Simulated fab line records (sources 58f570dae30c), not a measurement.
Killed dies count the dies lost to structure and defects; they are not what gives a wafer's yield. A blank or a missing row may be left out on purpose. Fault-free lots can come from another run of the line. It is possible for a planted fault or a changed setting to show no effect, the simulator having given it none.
Which tool did it? + flow berkeley_cmos170 + 15 lots, 45 wafers sampled, at 3 steps of a route of 331

WHAT THE GAUGES SHOWED, per wafer
UCB170_V1_OVL_MEAS_13.
| lot  | measured     | on         | V1_OVL (nm) |
|------|--------------|------------|-------------|
| L900 | day 8 17:46  | overlay-01 | -9 -7 -4    |
| L901 | day 9 02:55  | overlay-02 | -4 2 2      |
| L904 | day 9 06:30  | overlay-02 | 9 9 5       |
| L903 | day 9 08:58  | overlay-01 | -3 2 -1     |
| L908 | day 9 16:16  | overlay-02 | 0 -3 -3     |
| L905 | day 9 17:08  | overlay-02 | -2 -2 -1    |
| L906 | day 9 18:26  | overlay-01 | 2 -7 -3     |
| L907 | day 9 18:58  | overlay-02 | 2 0 2       |
| L909 | day 10 07:17 | overlay-02 | -3 -14 -10  |
| L910 | day 10 16:08 | overlay-02 | -8 -8 -10   |
| L912 | day 10 17:25 | overlay-01 | -1 -1 -6    |
| L918 | day 12 09:37 | overlay-01 | -8 -1 -9    |
| L919 | day 12 10:49 | overlay-01 | -12 1 -2    |
| L922 | day 13 05:31 | overlay-01 | -1 4 0      |
| L923 | day 13 22:40 | overlay-01 | -1 5 -4     |

UCB170_V2_THK_MEAS_01.
| lot  | measured     | on            | V2_TEOS_THK (nm) |
|------|--------------|---------------|------------------|
| L900 | day 8 22:20  | film_metro-01 | 1930 1957 1986   |
| L901 | day 9 06:11  | film_metro-03 | 1960 1972 1955   |
| L904 | day 9 10:20  | film_metro-03 | 2011 2044 2042   |
| L903 | day 9 13:12  | film_metro-04 | 1954 2026 2020   |
| L908 | day 9 20:02  | film_metro-03 | 1992 2025 2011   |
| L905 | day 9 20:44  | film_metro-04 | 1979 1970 2011   |
| L906 | day 9 21:37  | film_metro-04 | 1931 1985 2030   |
| L907 | day 9 22:12  | film_metro-03 | 2009 2015 2005   |
| L909 | day 10 11:10 | film_metro-04 | 1968 1986 1985   |
| L910 | day 10 20:50 | film_metro-01 | 2001 1982 1937   |
| L912 | day 10 21:10 | film_metro-04 | 2003 2005 2009   |
| L918 | day 12 13:01 | film_metro-01 | 1920 1957 1986   |
| L919 | day 12 16:06 | film_metro-01 | 1915 1920 1988   |
| L922 | day 13 09:04 | film_metro-04 | 1970 1993 1994   |
| L923 | day 14 02:09 | film_metro-04 | 1991 2056 2042   |

UCB170_V2_OVL_MEAS_13.
| lot  | measured     | on         | V2_OVL (nm) |
|------|--------------|------------|-------------|
| L900 | day 9 00:02  | overlay-02 | 5 0 3       |
| L901 | day 9 08:04  | overlay-02 | 5 2 -1      |
| L904 | day 9 12:17  | overlay-02 | 0 0 2       |
| L903 | day 9 15:39  | overlay-01 | 6 3 5       |
| L908 | day 9 21:43  | overlay-01 | 8 5 10      |
| L905 | day 9 22:34  | overlay-02 | -3 2 -6     |
| L906 | day 9 23:45  | overlay-02 | -11 -3 0    |
| L907 | day 10 00:34 | overlay-01 | 4 5 3       |
| L909 | day 10 12:58 | overlay-02 | 1 -2 -1     |
| L910 | day 10 22:40 | overlay-02 | -6 -4 0     |
| L912 | day 10 22:53 | overlay-01 | 1 4 3       |
| L918 | day 12 15:19 | overlay-02 | -5 3 -3     |
| L919 | day 12 19:02 | overlay-01 | 7 3 2       |
| L922 | day 13 11:35 | overlay-02 | 0 0 5       |
| L923 | day 14 05:17 | overlay-01 | -1 5 0      |

WHAT TOOL EACH LOT RAN ON (gives the tool, then ch and the chambers of the sampled wafers, and finally the start)
There is no process step in the record ahead of these readings.

WHAT THE TOOLS THEMSELVES READ (means of the sampled wafers that have a number; where no wafer has one, the mark that the record gives instead)
The record holds no such reading with a usual standard deviation.

THE ANSWER, worked out from the rows above alone
Rule: usual is defined by the lots themselves. The widest of any qualifying gaps counts: lots, ordered by their means at a reading, are off when they make up no more than a third of the lots, leave a main group of 4 or more, and stand apart from it by 3 or more times the standard deviation of that group's means. A main group is skipped when, at the precision printed for the reading in the tables above, its means are all equal. Also off: a lot with no number at a reading for which 4 or more lots have one. All remaining lots with rows at the step are treated as sound. The gauges are gone through in route order, then the tools' own readings, and for those a lot's mean is taken as printed above. The first step at which some lot is off is used, and at that step the reading that is off furthest; a lot without a number counts as furthest.
None of the lots is off at any reading shown; this tells nothing.

WHAT WAS PUT IN BY THE SIMULATOR
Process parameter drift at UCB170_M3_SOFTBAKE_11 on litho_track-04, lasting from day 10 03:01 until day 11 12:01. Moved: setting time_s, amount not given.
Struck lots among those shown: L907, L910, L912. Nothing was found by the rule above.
